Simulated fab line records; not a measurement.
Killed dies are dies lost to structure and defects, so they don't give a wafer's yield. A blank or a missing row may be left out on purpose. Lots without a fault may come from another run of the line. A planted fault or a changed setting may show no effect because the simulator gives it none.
Lot-split experiment | flow berkeleyCmos170 | 15 wafers read across 5 lots, on a route 331 steps long

ON THE SPLIT
At UCB170_M1_COAT_04 (resist thk 900 nm), the setting resistThkNm was moved away from the recipe's 900 nm on 8 of the 15 wafers read, by -3.0% to +2.8%. This setting was run at the recipe's value on the other wafers.

FROM THE SPLIT TO THE READING: what the file shows between them, 3 steps
- UCB170_M1_SOFTBAKE_05: time 60 s
- UCB170_M1_EXPOSE_06: exposes mask METAL1, target cd 700 nm
- UCB170_M1_ETCH_11: etches BARC in N2/H2

THE READING
KrF_of_M1_COAT_04.thkNm (the simulator's own value, which no gauge read), in nm, at UCB170_M1_METAL_ETCH_12 (etches Al in Cl2/BCl3, stops on PSG, target depth 780 nm, time 130 s). No usual value for it is given in the file. Here, 7 wafers ran the recipe; their average is 440.1 nm with a standard deviation of 9.8 nm.

wafer  | tool, chamber at the split | resistThkNm as run, nm | against the recipe | KrF_of_M1_COAT_04.thkNm, nm | against lot-mates on the recipe
L078.3 | lithoTrack-04, 0           | 900                    | recipe             | 447.2                       | -
L078.4 | lithoTrack-04, 0           | 900                    | recipe             | 454.7                       | -
L078.5 | lithoTrack-04, 0           | 900                    | recipe             | 449.9                       | -
L079.1 | lithoTrack-04, 0           | 923.4                  | +2.6%              | 456.6                       | +25.9
L079.2 | lithoTrack-04, 0           | 900                    | recipe             | 432.1                       | -
L079.3 | lithoTrack-04, 0           | 923.4                  | +2.6%              | 457                         | +26.3
L079.4 | lithoTrack-04, 0           | 900                    | recipe             | 429.3                       | -
L079.6 | lithoTrack-04, 0           | 923.4                  | +2.6%              | 457.9                       | +27.2
L080.3 | lithoTrack-01, 0           | 922.8                  | +2.5%              | 479.4                       | no lot-mate on the recipe
L080.6 | lithoTrack-01, 0           | 922.8                  | +2.5%              | 468.1                       | no lot-mate on the recipe
L085.2 | lithoTrack-04, 0           | 873.2                  | -3.0%              | 409.9                       | -19.0
L085.3 | lithoTrack-04, 0           | 873.2                  | -3.0%              | 399.3                       | -29.6
L085.5 | lithoTrack-04, 0           | 900                    | recipe             | 428.9                       | -
L082.2 | lithoTrack-04, 0           | 900                    | recipe             | 438.8                       | -
L082.4 | lithoTrack-04, 0           | 924.8                  | +2.8%              | 459.6                       | +20.8

FIT RESULTS
A straight line over all 15 wafers: KrF_of_M1_COAT_04.thkNm changes by +10.1 nm for each +1% of resistThkNm; r = +0.90; the points scatter about the line by 9.8 nm.
The same after taking each lot's own level away (the mean of its wafers on the recipe; 13 wafers): +8.87 nm for each +1%; r = +0.98; scatter 3.5 nm.
The reading moves by 26 nm for the largest change in resistThkNm, on that fit.
The lots' own levels span 428.90 to 450.60 nm, that is 2.2 times the standard deviation above.
So the lot-to-lot level changes the slope: the two fits differ.
Check: for one of the wafers moved furthest among these (-3.0%), held out of the fit, the line's prediction against its lot-mates is -28.8 nm. It came out at -19 nm against them.

FURTHER SPLITS ON THESE WAFERS
These wafers also went through other splits before the reading. Each is held against what the fit with the lots' levels taken away leaves over:
other split on the same wafers  | wafers away from the commonest value | r with KrF_of_M1_COAT_04.thkNm (lot level and that fit taken away)
UCB170_CONTACT_EXPOSE_12 doseMj | 5                                    | +0.41
UCB170_M1_SPUTTER_00 timeS      | 0                                    | -

THE WHOLE CHAIN: every reading that the file lists as answering this split, in the file's order
step                    | what it does                                                         | reading                                                                  | change (the file's fit)              | r (the file's)
UCB170_M1_COAT_04       | resist thk 900 nm                                                    | KrF_of_M1_COAT_04.thkNm (the simulator's own value, which no gauge read) | +9.19 nm for each +1% of the setting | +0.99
UCB170_M1_METAL_ETCH_12 | etches Al in Cl2/BCl3, stops on PSG, target depth 780 nm, time 130 s | KrF_of_M1_COAT_04.thkNm (the simulator's own value, which no gauge read) | +8.94 nm for each +1% of the setting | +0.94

FILE'S OWN FIT
KrF_of_M1_COAT_04.thkNm changes by +8.94 nm for each +1% of resistThkNm, r = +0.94.
